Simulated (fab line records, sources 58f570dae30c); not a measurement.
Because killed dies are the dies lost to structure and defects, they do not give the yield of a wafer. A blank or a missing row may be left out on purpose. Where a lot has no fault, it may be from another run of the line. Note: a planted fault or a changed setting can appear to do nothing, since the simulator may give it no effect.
Which tool did it?	flow berkeley cmos170	39 wafers from 13 lots sampled at 3 of the route's 331 steps

WHAT THE GAUGES READ, wafer by wafer
UCB170_V1_THK_MEAS_04.
lot	measured	on	V1_POLISHED_THK (nm)
L822	day 7 18:02	film metro-03	1001.1 1000.3 1000.7
L824	day 7 20:43	film metro-01	999.1 998.6 1000.2
L825	day 8 00:37	film metro-04	999.9 1000.5 1001.2
L827	day 8 00:56	film metro-01	1000.2 1001.1 1000.6
L828	day 8 13:06	film metro-04	999.3 999.3 998.9
L830	day 9 01:18	film metro-03	999.3 1002.2 1000.8
L829	day 9 01:19	film metro-04	997.2 999.2 997.3
L832	day 9 21:35	film metro-04	1002.0 1000.0 1001.1
L836	day 10 04:48	film metro-01	999.6 1000.2 1000.7
L843	day 11 07:32	film metro-01	1001.8 1000.9 1001.8
L840	day 11 07:50	film metro-04	999.3 1000.9 1000.2
L841	day 11 08:01	film metro-01	999.6 999.7 1000.9
L844	day 11 10:08	film metro-01	1000.3 998.9 1000.2

UCB170_V1_CD_MEAS_12: target cd 700 nm.
lot	measured	on	cd nm (nm)
L822	day 7 19:24	cd sem-01	700.4 702.1 700.2
L824	day 7 21:58	cd sem-02	698.6 699.4 700.4
L825	day 8 02:29	cd sem-02	699.9 698.7 699.1
L827	day 8 02:46	cd sem-02	700.6 700.0 702.0
L828	day 8 17:48	cd sem-01	701.4 700.3 702.3
L830	day 9 04:48	cd sem-01	700.1 700.0 700.5
L829	day 9 05:13	cd sem-02	700.7 699.9 699.7
L832	day 9 22:54	cd sem-02	698.9 699.8 698.9
L836	day 10 07:11	cd sem-02	700.4 700.8 700.1
L843	day 11 10:17	cd sem-02	700.6 702.0 700.5
L840	day 11 10:34	cd sem-01	698.5 699.1 698.9
L841	day 11 10:52	cd sem-01	697.6 698.8 699.4
L844	day 11 13:08	cd sem-02	700.7 698.9 701.9

UCB170_V2_BOW_MEAS_03.
lot	measured	on	V2_BOW (um)
L822	day 7 23:19	film metro-03	30 30 39
L824	day 8 01:36	film metro-01	36 27 34
L825	day 8 08:07	film metro-03	33 33 36
L827	day 8 08:40	film metro-01	33 37 51
L828	day 8 21:53	film metro-03	49 37 38
L830	day 9 08:59	film metro-01	37 35 40
L829	day 9 09:14	film metro-03	41 44 41
L832	day 10 03:01	film metro-03	33 31 33
L836	day 10 11:34	film metro-01	39 36 56
L843	day 11 16:08	film metro-03	34 51 39
L840	day 11 16:31	film metro-03	45 39 56
L841	day 11 16:53	film metro-01	36 38 36
L844	day 11 17:52	film metro-01	37 42 40

EACH LOT AND THE TOOL THAT RAN IT (in order: tool; ch and the chambers of the sampled wafers; start)
The record holds no process step before these readings.

WHAT THE TOOLS THEMSELVES READ (means of the sampled wafers that have a number; where no wafer has one, the mark that the record gives instead)
The record holds no such reading with a usual standard deviation.

THE ANSWER, worked out from the rows above alone
Rule: the usual values come from the lots themselves. The widest of any qualifying gaps counts: lots, ordered by their means at a reading, are off when they make up no more than a third of the lots, leave a main group of 4 or more, and stand apart from it by 3 or more times the standard deviation of that group's means. A main group whose means are all the same, to the digits that the tables above print for the reading, isn't used. Also off: a lot with no number at a reading for which 4 or more lots have one. The other lots that the step has rows for count as sound. Order of review: gauges by route order, followed by the tools' own readings, for which a lot's mean as printed above is used. At the first step where some lot is off, the reading lying furthest off is the one used; lots without a number count as furthest.
Across all readings shown, no lot is off: no conclusion can be drawn from this.

WHAT THE SIMULATOR HAD PUT IN
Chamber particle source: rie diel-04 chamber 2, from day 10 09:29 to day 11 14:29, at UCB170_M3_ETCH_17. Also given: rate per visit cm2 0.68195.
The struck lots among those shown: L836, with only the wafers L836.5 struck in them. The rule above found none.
